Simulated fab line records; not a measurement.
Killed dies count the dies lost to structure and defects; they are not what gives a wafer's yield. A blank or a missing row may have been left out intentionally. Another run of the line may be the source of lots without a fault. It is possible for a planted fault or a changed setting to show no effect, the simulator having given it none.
The tool behind it: which one? -- flow ritCmos -- 45 wafers from 15 lots sampled at 2 of the route's 202 steps

WHAT EACH GAUGE READ, for each wafer
RIT_SPACER_THK_MEAS_04. Usual: SPACER_NITRIDE_THK 248.5 nm, standard deviation 2.3.
lot,measured,on,SPACER_NITRIDE_THK (nm),flag
L884,day 2 23:09,filmMetro-02,244.9 246.2 247.8,
L885,day 3 04:19,filmMetro-01,247.0 247.1 248.9,
L886,day 3 08:59,filmMetro-02,248.2 248.3 248.4,
L887,day 3 17:08,filmMetro-01,249.7 251.5 251.3,
L888,day 3 19:03,filmMetro-01,249.2 248.1 250.9,
L889,day 4 00:05,filmMetro-03,246.1 247.9 248.8,
L890,day 4 04:27,filmMetro-03,260.0 260.3 263.5,OFF
L891,day 4 08:18,filmMetro-03,260.7 260.5 258.8,OFF
L892,day 4 13:59,filmMetro-03,261.4 261.6 260.4,OFF
L899,day 6 00:27,filmMetro-03,248.6 247.9 246.0,
L900,day 6 04:56,filmMetro-03,250.2 249.9 251.5,
L902,day 6 18:26,filmMetro-02,254.5 252.8 253.7,
L904,day 7 02:10,filmMetro-03,252.6 249.8 250.9,
L906,day 7 11:03,filmMetro-01,244.0 247.3 246.7,
L907,day 7 18:40,filmMetro-02,250.0 249.7 248.7,

WHICH TOOL RAN EACH LOT (tool, then ch and the chambers of the sampled wafers, then the start)
lot,RIT_SPACER_CVD_03
L884,"lpcvd-02 ch 0, day 2 21:14"
L885,"lpcvd-02 ch 1, day 3 02:23"
L886,"lpcvd-02 ch 0, day 3 07:03"
L887,"lpcvd-02 ch 1, day 3 15:13"
L888,"lpcvd-02 ch 1, day 3 17:08"
L889,"lpcvd-01 ch 0, day 3 22:10"
L890,"lpcvd-02 ch 0, day 4 02:32"
L891,"lpcvd-02 ch 0, day 4 06:22"
L892,"lpcvd-02 ch 1, day 4 12:04"
L899,"lpcvd-01 ch 0, day 5 22:32"
L900,"lpcvd-01 ch 1, day 6 03:01"
L902,"lpcvd-01 ch 0, day 6 15:33"
L904,"lpcvd-01 ch 1, day 7 00:14"
L906,"lpcvd-02 ch 1, day 7 09:08"
L907,"lpcvd-02 ch 1, day 7 16:45"
- RIT_SPACER_CVD_03: deposits Si3N4 from SiH2Cl2/NH3, target thk 250 nm, time 3300 s.

AS READ BY THE TOOLS THEMSELVES (means over the sampled wafers that have a number; for cases with no such wafer, the mark the record gives instead)
RIT_SPACER_CVD_03. Usual: pressureMtorr 300.0 mTorr, standard deviation 0.59; zonePowerLoadPct 20.3 %, standard deviation 0.96.
lot,tool,pressureMtorr (mTorr),zonePowerLoadPct (%),flag
L884,lpcvd-02,300.0,19.2,
L885,lpcvd-02,299.5,20.0,
L886,lpcvd-02,299.7,19.2,
L887,lpcvd-02,299.1,20.1,
L888,lpcvd-02,300.4,20.2,
L889,lpcvd-01,299.8,21.4,
L890,lpcvd-02,360.1,19.3,OFF
L891,lpcvd-02,360.3,19.3,OFF
L892,lpcvd-02,359.9,19.9,OFF
L899,lpcvd-01,301.4,21.2,
L900,lpcvd-01,299.7,22.1,
L902,lpcvd-01,300.5,21.6,
L904,lpcvd-01,299.9,22.1,
L906,lpcvd-02,300.1,20.1,
L907,lpcvd-02,299.9,20.1,

THE ANSWER, worked out from the rows above alone
Rule: a lot is off if the mean of its wafers that have a number lies more than 3 standard deviations from the usual mean. A lot without any number at a reading at which 4 lots or more have one is off too. All remaining lots with rows at the step are treated as sound. Order of review: gauges by route order, followed by the tools' own readings, for which a lot's mean as printed above is used. At the first step where some lot is off, the reading lying furthest off is the one used; lots without a number count as furthest.
Off: L890, L891, L892, seen at RIT_SPACER_THK_MEAS_04 (SPACER_NITRIDE_THK).
A tool fits if, at a process step before that reading, it ran every lot that is off, and no sound lot after the first of them. Not tried: the gauges at RIT_SPACER_THK_MEAS_04; whatever is off there is also off at RIT_SPACER_CVD_03, on other tools, and gauge error can't account for it. Not one of the candidates tried fits.

WHAT THE SIMULATOR PUT IN
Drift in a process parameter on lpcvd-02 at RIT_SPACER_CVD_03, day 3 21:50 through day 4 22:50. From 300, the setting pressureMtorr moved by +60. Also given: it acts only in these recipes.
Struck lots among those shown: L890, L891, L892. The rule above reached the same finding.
